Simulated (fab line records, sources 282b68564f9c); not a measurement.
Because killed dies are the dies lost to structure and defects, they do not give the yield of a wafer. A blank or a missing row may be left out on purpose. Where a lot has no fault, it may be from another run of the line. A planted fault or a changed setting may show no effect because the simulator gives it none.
A struck lot beside a sound one	flow rit-cmos	15 out of 202 route steps
Sound: these wafers, L872.2, L872.3, L872.4. The struck wafers were L876.1, L876.3, L876.6. The cause is named last.
Order at every step that has rows: each side's tool, ch and its chambers, its first start. Under that, the readings that differ: sound wafers	struck wafers	difference of the means	sigmas: that difference in standard deviations of wafers without a fault.
alike: a reading whose means differ by less than 2 such deviations, as well as words and numbers matching on both sides. not compared: withheld readings; readings where some wafer has no value; bounds like >300 that might hide an equal value; numbers whose values overlap and for which the record gives no deviation.
Wherever a step has rows on one side only, a row that says differs or no value, or a row with sigmas, the two part there. Numbers that have no deviation but don't overlap get no sigmas and don't part them. Lack of a reading on every wafer of one side parts them only where that side has two or more wafers.

RIT_PWELL_TW_MEAS_10:
  sound on film-metro-04, day 2 19:58; struck on film-metro-04, day 3 16:08
  alike: PWELL_TW
then, 1 step without rows for these wafers: RIT_WELLDRIVE_ANNEAL_00 (time 14700 s).
RIT_WELLDRIVE_RS_MEAS_01: uses a four-point probe to measure.
  sound on film-metro-03, day 3 01:35; struck on film-metro-02, day 3 22:05
reading	sound	struck	difference	sigmas
NWELL_RS (ohm/sq)	274.0 274.6 274.4	276.4 276.2 275.8	+1.8	+3
RIT_WELLDRIVE_RS_MEAS_02: uses a four-point probe to measure.
  sound on film-metro-03, day 3 01:43; struck on film-metro-02, day 3 22:13
  alike: PWELL_RS
then, 6 steps without rows for these wafers: RIT_NRETRO_HMDS_00 (prime time 60 s); RIT_NRETRO_COAT_01 (resist thk 1300 nm); RIT_NRETRO_SOFTBAKE_02 (time 60 s); RIT_NRETRO_EXPOSE_03 (exposes mask M4, target cd 43900 nm); RIT_NRETRO_PEB_04; RIT_NRETRO_DEVELOP_05 (develop time 68 s).
RIT_NRETRO_OVL_MEAS_06:
  sound on overlay-02, day 3 02:41; struck on overlay-02, day 3 23:20
  alike: NRETRO_OVL
then, 1 step without rows for these wafers: RIT_NRETRO_HARDBAKE_07 (time 120 s).
RIT_NRETRO_IMPLANT_08:
  sound on implanter-02 ch 0, day 3 03:00; struck on implanter-03 ch 0, day 3 23:37
reading	sound	struck	difference	sigmas
tilt-deg (degrees)	7.002 7.008 7.013	7.734 7.735 7.726	+0.724	+38
RIT_NRETRO_STRIP_09: strips in O2, time 180 s.
  sound on plasma-asher-03 ch 0,1, day 3 03:07; struck on plasma-asher-02 ch 0,1, day 3 23:46
  alike: drypump-motor-current-A
  not compared: rf-hours-counter-h
RIT_M1_PROBE_99:
  sound on prober-01, day 4 07:22; struck on prober-01, day 5 05:31
  alike: killed-at-front-end, killed-dies, killed-open, killed-short

WHERE THEY PART
Earliest at RIT_WELLDRIVE_RS_MEAS_01; latest, in this record, at RIT_NRETRO_IMPLANT_08. Later steps at which nothing parts them and some readings are alike: RIT_NRETRO_STRIP_09, RIT_M1_PROBE_99.

WHY: what had been put in by the simulator
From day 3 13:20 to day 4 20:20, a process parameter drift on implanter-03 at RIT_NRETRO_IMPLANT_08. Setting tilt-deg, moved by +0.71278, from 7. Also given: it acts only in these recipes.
